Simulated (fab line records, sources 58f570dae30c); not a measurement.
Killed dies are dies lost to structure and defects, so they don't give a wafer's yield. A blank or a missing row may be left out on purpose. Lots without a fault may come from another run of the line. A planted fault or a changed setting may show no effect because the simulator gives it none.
Which tool did it? | flow berkeley_cmos170 | 14 lots, 42 wafers sampled, at 1 step of a route of 331

WHAT THE GAUGES READ, wafer by wafer
UCB170_NLDD_CD_MEAS_06: target cd 1200 nm.
lot  | measured     | on        | cd_nm (nm)
L386 | day 7 05:19  | cd_sem-02 | 1198.5 1196.5 1197.8
L387 | day 7 16:28  | cd_sem-02 | 1201.0 1202.5 1202.5
L391 | day 7 21:11  | cd_sem-02 | 1203.6 1204.3 1202.4
L388 | day 7 21:25  | cd_sem-01 | 1199.0 1200.2 1199.4
L389 | day 7 21:43  | cd_sem-02 | 1201.1 1200.2 1200.0
L392 | day 8 18:53  | cd_sem-01 | 1204.9 1204.2 1204.5
L394 | day 9 02:22  | cd_sem-01 | 1200.5 1201.2 1200.7
L396 | day 9 10:14  | cd_sem-01 | 1198.3 1199.6 1198.9
L398 | day 9 16:59  | cd_sem-01 | 1199.1 1197.7 1198.1
L395 | day 9 17:10  | cd_sem-01 | 1199.1 1199.6 1199.4
L400 | day 9 17:26  | cd_sem-01 | 1199.4 1199.3 1199.2
L402 | day 10 21:03 | cd_sem-02 | 1200.9 1200.9 1199.9
L403 | day 10 22:21 | cd_sem-01 | 1204.7 1202.4 1204.0
L406 | day 11 07:57 | cd_sem-01 | 1199.7 1200.4 1199.4

WHICH TOOL RAN EACH LOT (tool, then ch and the chambers of the sampled wafers, then the start)
The record holds no process step before these readings.

WHAT THE TOOLS THEMSELVES READ (means of the sampled wafers that have a number; where no wafer has one, the mark that the record gives instead)
The record holds no such reading with a usual standard deviation.

THE ANSWER, worked out from the rows above alone
Rule: what is usual is taken from the lots themselves. Put in order of their means at a reading, lots are off if they are a third of the lots or fewer, leave a main group of 4 or more, and stand apart from it by a gap of 3 or more times the standard deviation of the main group's means; of several such gaps the widest counts. A main group whose means are all the same, to the digits that the tables above print for the reading, isn't used. A lot without any number at a reading at which 4 lots or more have one is off too. The other lots that the step has rows for count as sound. The gauges are gone through in route order, then the tools' own readings, and for those a lot's mean is taken as printed above. The first step at which some lot is off is used, and at that step the reading that is off furthest; a lot without a number counts as furthest.
No lot is off at any reading shown: from this, nothing can be told.

WHAT THE SIMULATOR HAD PUT IN
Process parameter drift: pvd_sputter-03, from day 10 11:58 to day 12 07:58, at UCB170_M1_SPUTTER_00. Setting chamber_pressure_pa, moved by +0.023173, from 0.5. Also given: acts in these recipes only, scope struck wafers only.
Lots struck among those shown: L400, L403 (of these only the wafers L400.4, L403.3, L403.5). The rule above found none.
